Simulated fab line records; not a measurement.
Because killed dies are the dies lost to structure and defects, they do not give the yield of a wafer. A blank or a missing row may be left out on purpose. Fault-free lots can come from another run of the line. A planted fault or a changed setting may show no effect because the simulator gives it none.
2 desks, one fault -- flow rit-cmos -- each desk has only its own numbers; what lay behind them comes last

METROLOGY DESK
What the gauges read, lot by lot, whatever tool the lot ran on: means of the sampled wafers that have a number. If a lot's mean is further than 4 standard deviations from the usual mean, the lot is out of limits and carries the mark OUT (the distance appears in the brackets).
Columns: A = SPACER_NITRIDE_THK at RIT_SPACER_THK_MEAS_04, usual 249.1 nm
lot,first seen here,A
L582,day 2 22:57,248.5
L583,day 3 04:19,251.8
L584,day 3 10:43,246.5
L585,day 3 13:23,248.9
L587,day 3 23:23,244.9
L588,day 4 03:47,249.1
L589,day 4 10:02,248.0
L591,day 4 20:01,248.1
L592,day 4 23:57,252.2
L595,day 5 15:33,247.5
L596,day 5 19:59,339.6 (+31) OUT
L601,day 6 20:03,248.9
L605,day 7 19:17,244.0
Per this desk, out of limits: L596; the first was L596, day 5 19:59 (SPACER_NITRIDE_THK at RIT_SPACER_THK_MEAS_04). In limits: L582, L583, L584, L585, L587, L588, L589, L591, L592, L595, L601, L605.

TOOL OWNER'S DESK, lpcvd-02
The tool's own readings at RIT_SPACER_CVD_03 (deposits Si3N4 from SiH2Cl2/NH3, target thk 250 nm, time 3300 s): means of the sampled wafers that have a number, for each lot that ran on this tool. If a lot's mean is further than 4 standard deviations from the usual mean, the lot is out of limits and carries the mark OUT (the distance appears in the brackets).
Columns: A = nh3-flow-sccm at RIT_SPACER_CVD_03, usual 150.1 sccm; B = pressure-mtorr at RIT_SPACER_CVD_03, usual 300.0 mTorr; C = zone-power-centre-pct at RIT_SPACER_CVD_03, usual 39.3 %
lot,first seen here,A,B,C
L582,day 2 21:02,150.0,300.9,40.8
L583,day 3 02:22,150.2,299.8,40.9
L588,day 4 01:51,150.5,300.2,40.8
L589,day 4 08:06,150.0,300.0,41.4
L592,day 4 22:02,150.2,301.0,40.7
L596,day 5 18:04,225.4 (+99 or more) OUT,299.9,41.0
Finding of this desk: L596 out of limits; the first was L596 at day 5 18:04, on nh3-flow-sccm at RIT_SPACER_CVD_03. In limits: L582, L583, L588, L589, L592.

BROUGHT TOGETHER
At day 5 18:04, on L596, the tool owner's desk was in a position to raise an alarm.
On L596, the metrology desk was in a position to raise an alarm at day 5 19:59.
The lots listed all ran RIT_SPACER_CVD_03 on lpcvd-02.

WHAT WAS PUT IN BY THE SIMULATOR
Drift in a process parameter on lpcvd-02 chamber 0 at RIT_SPACER_CVD_03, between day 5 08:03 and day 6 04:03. From 150, the setting nh3-flow-sccm moved by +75. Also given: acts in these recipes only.
Shown lots that were struck: L596.
Counting hours from when the fault started, the first reading out of limits came at 10 for the tool owner's desk and at 12 for the metrology desk.
